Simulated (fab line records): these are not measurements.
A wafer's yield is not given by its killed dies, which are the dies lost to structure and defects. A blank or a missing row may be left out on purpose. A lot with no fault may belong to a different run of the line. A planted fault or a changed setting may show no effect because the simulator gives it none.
fab line records ; flow ritCmos
record: lots: 14; wafers: 42; lastDay: 7
route steps=202 shown NWELL@36 M1@202
lots that met no fault: from a run of the same line without faults
startH: hours from the record's first day to the start of the lot's first wafer shown ; waitH: hours elapsed since this lot's preceding step ; " identical to the entry in the row above ; L1.1+2: a row that stands for several wafers ; - no value, or no start given ; * or withheld: withheld ; < > ~ a bound
route shown NAME@n: a module of which the file shows steps, and the number in the route of the first ; usual: average and standard deviation across the fault-free wafers ; same: alike in all rows ; chamber/n: place in a boat ; sites: each site's reading ; _std_site: how widely they spread, as a standard deviation ; _edge_site: inner sites' mean taken away from outer sites' mean ; radiusMm: for every site, how far away it sits from the centre of the wafer ; mask NAME#n: copy n ; behind: tool/chamber where the wafer was last shaped ; hold: the reason the lot was held/the length of the hold in hours/how it ended ; device: the transistor (n, p or np) that didn't switch ; end of line: the route-end tests of the same wafers ; step lacking rows: just its recipe ; killed: not the wafer's yield, but the dies lost to structure and defects at the first sort ; map: per-die view of a wafer (x killed, . not killed, _ where there is no die)
set.NAME: setting as actually run; set.NAME@STEP: the setting as run at that earlier step ; model.NAME: the simulator's own value behind a step, which no gauge read
a sample of lots followed through the steps of the route, with each step as a table and each wafer as a row
services: when a tool's chamber went out of use (startH, in hours from the record's first day, below 0 if earlier), for how many hours, and the reason
== steps ==
step: RIT_NWELL_IMPLANT_08
recipe: species: P; energyKev: 170; doseCm2: 5e+13; tiltDeg: 7
lot.wafer;tool;chamber;startH;waitH
L488.2+5+6;implanter-03;0;20.63;0.2
L489.2+3+5;implanter-02;0;27.00;0.2
L493.2+5+6;implanter-04;0;48.57;0.2
L494.1+3+5;implanter-02;0;52.01;0.2
L495.1+2+6;implanter-02;0;57.49;0.2
L496.3+5+6;implanter-02;0;61.23;0.2
L497.4+5+6;implanter-04;0;65.77;0.2
L498.2+4+5;implanter-04;0;76.31;0.2
L499.1+2+5;implanter-02;0;77.34;0.2
L499.1+2+5;implanter-02;0;77.65;0.3
L500.1+3+5;implanter-02;0;80.64;0.2
L505.1+2+6;implanter-03;0;105.54;0.2
L508.3+5+6;implanter-03;0;120.54;0.2
L508.3+5+6;implanter-03;0;120.86;0.3
L510.1+3+4;implanter-02;0;131.76;0.2
L511.3+4+6;implanter-02;0;137.79;0.2
step: RIT_NWELL_TW_MEAS_10
usual: NWELL_TW: 2158/15
lot.wafer;tool;chamber;startH;waitH;NWELL_TW
L488.2;filmMetro-04;-;20.94;0.1;2189
L488.5;filmMetro-04;-;20.94;0.1;2184
L488.6;filmMetro-04;-;20.94;0.1;2185
L489.2;filmMetro-03;-;27.31;0.1;2134
L489.3;filmMetro-03;-;27.31;0.1;2145
L489.5;filmMetro-03;-;27.31;0.1;2142
L493.2;filmMetro-03;-;48.88;0.1;2140
L493.5;filmMetro-03;-;48.88;0.1;2142
L493.6;filmMetro-03;-;48.88;0.1;2140
L494.1;filmMetro-02;-;52.34;0.1;2160
L494.3;filmMetro-02;-;52.34;0.1;2158
L494.5;filmMetro-02;-;52.34;0.1;2159
L495.1;filmMetro-02;-;57.82;0.1;2164
L495.2;filmMetro-02;-;57.82;0.1;2155
L495.6;filmMetro-02;-;57.82;0.1;2152
L496.3;filmMetro-04;-;61.53;0.1;2171
L496.5;filmMetro-04;-;61.53;0.1;2182
L496.6;filmMetro-04;-;61.53;0.1;2177
L497.4;filmMetro-03;-;66.05;0.1;2158
L497.5;filmMetro-03;-;66.05;0.1;2157
L497.6;filmMetro-03;-;66.05;0.1;2146
L498.2;filmMetro-03;-;76.62;0.1;2165
L498.4;filmMetro-03;-;76.62;0.1;2151
L498.5;filmMetro-03;-;76.62;0.1;2158
L499.1;filmMetro-02;-;77.98;0.1;2688
L499.2;filmMetro-02;-;77.98;0.1;2725
L499.5;filmMetro-02;-;77.98;0.1;2702
L500.1;filmMetro-03;-;80.97;0.1;2165
L500.3;filmMetro-03;-;80.97;0.1;2149
L500.5;filmMetro-03;-;80.97;0.1;2144
L505.1;filmMetro-02;-;105.86;0.1;2170
L505.2;filmMetro-02;-;105.86;0.1;2153
L505.6;filmMetro-02;-;105.86;0.1;2162
L508.3;filmMetro-03;-;121.16;0.1;2677
L508.5;filmMetro-03;-;121.16;0.1;2675
L508.6;filmMetro-03;-;121.16;0.1;2681
L510.1;filmMetro-03;-;132.08;0.1;2144
L510.3;filmMetro-03;-;132.08;0.1;2133
L510.4;filmMetro-03;-;132.08;0.1;2153
L511.3;filmMetro-04;-;138.09;0.1;2164
L511.4;filmMetro-04;-;138.09;0.1;2176
L511.6;filmMetro-04;-;138.09;0.1;2171
step: RIT_WELLDRIVE_RS_MEAS_01
recipe: thkMeasGauge: four-point-probe
usual: NWELL_RS: 275.6/0.85
lot.wafer;tool;chamber;startH;waitH;NWELL_RS[ohm/sq]
L488.2;filmMetro-04;-;28.15;0.0;275.5
L488.5;filmMetro-04;-;28.15;0.0;275.9
L488.6;filmMetro-04;-;28.15;0.0;275.4
L489.2;filmMetro-04;-;34.35;0.0;276.8
L489.3;filmMetro-04;-;34.35;0.0;276.8
L489.5;filmMetro-04;-;34.35;0.0;276.7
L493.2;filmMetro-04;-;55.76;0.0;276.8
L493.5;filmMetro-04;-;55.76;0.0;276.2
L493.6;filmMetro-04;-;55.76;0.0;276.5
L494.1;filmMetro-04;-;59.05;0.0;276.6
L494.3;filmMetro-04;-;59.05;0.0;274.4
L494.5;filmMetro-04;-;59.05;0.0;276.2
L495.1;filmMetro-02;-;64.64;0.0;275.9
L495.2;filmMetro-02;-;64.64;0.0;276.9
L495.6;filmMetro-02;-;64.64;0.0;277.0
L496.3;filmMetro-02;-;68.72;0.0;275.3
L496.5;filmMetro-02;-;68.72;0.0;274.4
L496.6;filmMetro-02;-;68.72;0.0;275.4
L497.4;filmMetro-02;-;73.70;0.1;275.0
L497.5;filmMetro-02;-;73.70;0.1;274.6
L497.6;filmMetro-02;-;73.70;0.1;276.1
L498.2;filmMetro-02;-;83.65;0.0;274.6
L498.4;filmMetro-02;-;83.65;0.0;275.0
L498.5;filmMetro-02;-;83.65;0.0;273.5
L499.1;filmMetro-03;-;85.55;0.0;182.3
L499.2;filmMetro-03;-;85.55;0.0;182.6
L499.5;filmMetro-03;-;85.55;0.0;182.8
L500.1;filmMetro-04;-;88.71;0.0;274.2
L500.3;filmMetro-04;-;88.71;0.0;275.2
L500.5;filmMetro-04;-;88.71;0.0;274.8
L505.1;filmMetro-02;-;112.64;0.0;275.8
L505.2;filmMetro-02;-;112.64;0.0;275.7
L505.6;filmMetro-02;-;112.64;0.0;275.2
L508.3;filmMetro-04;-;128.25;0.0;182.5
L508.5;filmMetro-04;-;128.25;0.0;182.4
L508.6;filmMetro-04;-;128.25;0.0;183.0
L510.1;filmMetro-04;-;138.78;0.0;275.2
L510.3;filmMetro-04;-;138.78;0.0;275.6
L510.4;filmMetro-04;-;138.78;0.0;274.9
L511.3;filmMetro-03;-;145.22;0.0;275.1
L511.4;filmMetro-03;-;145.22;0.0;276.0
L511.6;filmMetro-03;-;145.22;0.0;274.9
step: RIT_M1_PROBE_99
usual: killedAtContacts: 0.1/0.32; killedAtFrontEnd: 6.7/2.9; killedDies: 6.8/2.9; killedOpen: 3.3/1.7; killedShort: 3.4/2.1
same: grossDies: 264; killed_at_M0_to_M3: 0; killed_at_M4_up: 0; killedAtBackSide: 0; killedAtOther: 0
lot.wafer;tool;chamber;startH;waitH;killedAtContacts;killedAtFrontEnd;killedDies;killedOpen;killedShort
L499.1;prober-01;-;120.20;0.1;0;2;2;1;1
L499.2;prober-01;-;120.25;0.1;0;6;6;2;4
L499.5;prober-01;-;120.40;0.2;0;5;5;3;2
killed by level:class
L499.1 FOX1:geometricParticle:short=1 REOX:geometricParticle:open=1
L499.2 GATE:geometricParticle:short=2 FOX1:geometricParticle:short=1 FOX2:geometricParticle:open=1 GATE:geometricParticle:open=1 SPACER:geometricParticle:short=1
L499.5 FOX1:geometricParticle:open=2 FOX1:geometricParticle:short=1 GATE:geometricParticle:short=1 SILICIDE:geometricParticle:open=1
== services ==
tool;chamber;startH;hours;kind
implanter-02;-;18.75;2.9;repair
implanter-04;-;94.89;1.3;repair
implanter-04;-;117.44;5.2;pm
implanter-02;-;119.42;4.1;repair
implanter-04;-;136.31;2.5;pm
== key ==
firstSign: step: RIT_NWELL_IMPLANT_08; reading: visit; direction: added
effect: step: RIT_NWELL_TW_MEAS_10; reading: NWELL_TW; direction: up; sigmas: 36; usual: 2158; struck: 2691
effect: step: RIT_WELLDRIVE_RS_MEAS_01; reading: NWELL_RS; direction: down; sigmas: 99+; usual: 275.6; struck: 182.6
metAt RIT_NWELL_IMPLANT_08
struckLots L499,L508
testerLeftOut L499,L508
fault: kind: repeatedStepWhole; tool: implanter-02,implanter-03,implanter-04; chamber: -; onsetH: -; steps: RIT_NWELL_IMPLANT_08; times: 1; scope: struckLotsOnly
testerLeftOut: of these lots the tester's yield and bins aren't shown, on N5 and GAA mostly nor the transistor test; their killed dies are dies lost to structure and defects alone, not to doping, threshold or leakage, so they don't give the yield
